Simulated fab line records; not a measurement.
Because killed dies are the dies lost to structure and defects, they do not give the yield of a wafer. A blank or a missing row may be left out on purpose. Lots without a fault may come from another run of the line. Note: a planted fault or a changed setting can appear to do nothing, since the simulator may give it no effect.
The tool behind it: which one? ; flow ritCmos ; 42 wafers from 14 lots sampled at 2 of the route's 202 steps

WHAT THE GAUGES READ, wafer by wafer
RIT_ACTIVE_THK_MEAS_02. Usual: ACTIVE_OXIDE_THK typically reads 47.2 nm, with standard deviation 0.84.
lot;measured;on;ACTIVE_OXIDE_THK (nm);flag
L690;day 1 12:53;filmMetro-02;47.0 46.5 48.0;
L691;day 1 18:25;filmMetro-04;47.1 47.4 47.4;
L692;day 1 22:03;filmMetro-03;46.3 45.9 46.7;
L693;day 2 03:04;filmMetro-03;48.4 47.6 48.4;
L695;day 2 14:32;filmMetro-03;48.1 48.2 47.8;
L702;day 4 00:04;filmMetro-04;33.6 33.3 33.8;OFF
L703;day 4 05:03;filmMetro-04;34.4 33.1 33.7;OFF
L704;day 4 11:02;filmMetro-04;44.7 45.8 45.9;
L707;day 5 01:03;filmMetro-04;47.8 48.0 47.6;
L708;day 5 06:03;filmMetro-04;46.6 46.4 47.2;
L709;day 5 11:04;filmMetro-04;46.7 46.4 47.2;
L710;day 5 16:03;filmMetro-04;46.6 46.2 46.6;
L711;day 5 21:03;filmMetro-03;48.5 48.0 46.8;
L713;day 6 07:03;filmMetro-02;45.8 45.7 46.0;

WHICH TOOL RAN EACH LOT (tool, then ch and the chambers of the sampled wafers, then the start)
lot;RIT_ACTIVE_OXIDATION_01
L690;furnace-02 ch 0, day 1 10:56
L691;furnace-01 ch 0, day 1 16:29
L692;furnace-04 ch 0, day 1 20:07
L693;furnace-02 ch 0, day 2 01:07
L695;furnace-02 ch 0, day 2 12:34
L702;furnace-04 ch 0, day 3 22:07
L703;furnace-04 ch 0, day 4 03:07
L704;furnace-02 ch 0, day 4 09:06
L707;furnace-01 ch 0, day 4 23:07
L708;furnace-02 ch 0, day 5 04:07
L709;furnace-02 ch 0, day 5 09:07
L710;furnace-01 ch 0, day 5 14:07
L711;furnace-01 ch 0, day 5 19:07
L713;furnace-01 ch 0, day 6 05:07
- RIT_ACTIVE_OXIDATION_01: target thk 46.8 nm, ox time 3360 s.

WHAT THE TOOLS THEMSELVES READ (means of the sampled wafers that have a number; where no wafer has one, the mark that the record gives instead)
RIT_ACTIVE_OXIDATION_01. Usual: spikeTcCentreC 1001.7 C, standard deviation 1.2; spikeTcLoadC 1027 C, standard deviation 4.9; spikeTcSourceC 1023.0 C, standard deviation 2.2; tubeCenterTempC 999.99 C, standard deviation 0.1; tube_center_temp_C_max 1002.5, standard deviation 0.42.
lot;tool;spikeTcCentreC (C);spikeTcLoadC (C);spikeTcSourceC (C);tubeCenterTempC (C);tube_center_temp_C_max;flag
L690;furnace-02;1002.8;1027;1020.2;999.94;1002.5;
L691;furnace-01;1002.2;1021;1022.6;999.97;1002.5;
L692;furnace-04;1001.3;1032;1025.1;999.94;1002.9;
L693;furnace-02;1002.2;1026;1021.1;999.95;1002.8;
L695;furnace-02;1002.6;1027;1020.1;999.93;1002.4;
L702;furnace-04;960.3;991;984.4;959.95;962.2;OFF
L703;furnace-04;961.8;992;985.2;959.99;962.1;OFF
L704;furnace-02;1003.5;1026;1019.6;999.99;1002.3;
L707;furnace-01;1001.8;1021;1023.6;999.97;1002.7;
L708;furnace-02;1002.7;1026;1020.6;1000.00;1002.5;
L709;furnace-02;1002.0;1026;1020.9;999.90;1002.7;
L710;furnace-01;1002.4;1021;1022.3;1000.04;1002.7;
L711;furnace-01;1001.8;1020;1021.8;1000.10;1002.6;
L713;furnace-01;1001.8;1021;1021.5;1000.02;1002.6;

THE ANSWER, worked out from the rows above alone
Rule: lot off if the mean of its wafers having a number is beyond 3 standard deviations from the usual mean. A lot without any number at a reading at which 4 lots or more have one is off too. Where the step has rows for the other lots, those lots are counted as sound. After the gauges, taken in route order, come the tools' own readings; for these a lot's mean is taken, as printed above. At the first step where some lot is off, the reading lying furthest off is the one used; lots without a number count as furthest.
Off: L702, L703, seen at RIT_ACTIVE_THK_MEAS_02 (ACTIVE_OXIDE_THK).
A tool fits if, at a process step before that reading, it ran every lot that is off, and no sound lot after the first of them. The gauges at RIT_ACTIVE_THK_MEAS_02 aren't tried: what is off there is off at RIT_ACTIVE_OXIDATION_01 too, on other tools, and a gauge's error can't cause that. One candidate fits, namely furnace-04 at RIT_ACTIVE_OXIDATION_01. Its last sound lot is L692 (day 1 20:07), its first lot that is off L702 (day 3 22:07): a fault that began between those two fits.
The tool's own readings at RIT_ACTIVE_OXIDATION_01 bear it out: on the lots that are off they differ by more than 5 times the standard deviation of the sound lots' means. spikeTcCentreC reads 961.0 C there against 1002.3 C on the sound lots; spikeTcLoadC reads 992 C there against 1024 C on the sound lots; spikeTcSourceC reads 984.8 C there against 1021.6 C on the sound lots; tubeCenterTempC reads 959.97 C there against 999.98 C on the sound lots; tube_center_temp_C_max reads 962.2 there against 1002.6 on the sound lots.

WHAT THE SIMULATOR HAD INSERTED
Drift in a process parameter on furnace-04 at RIT_ACTIVE_OXIDATION_01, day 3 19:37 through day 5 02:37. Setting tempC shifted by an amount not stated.
Struck lots among those shown: L702, L703. The rule above found the same.
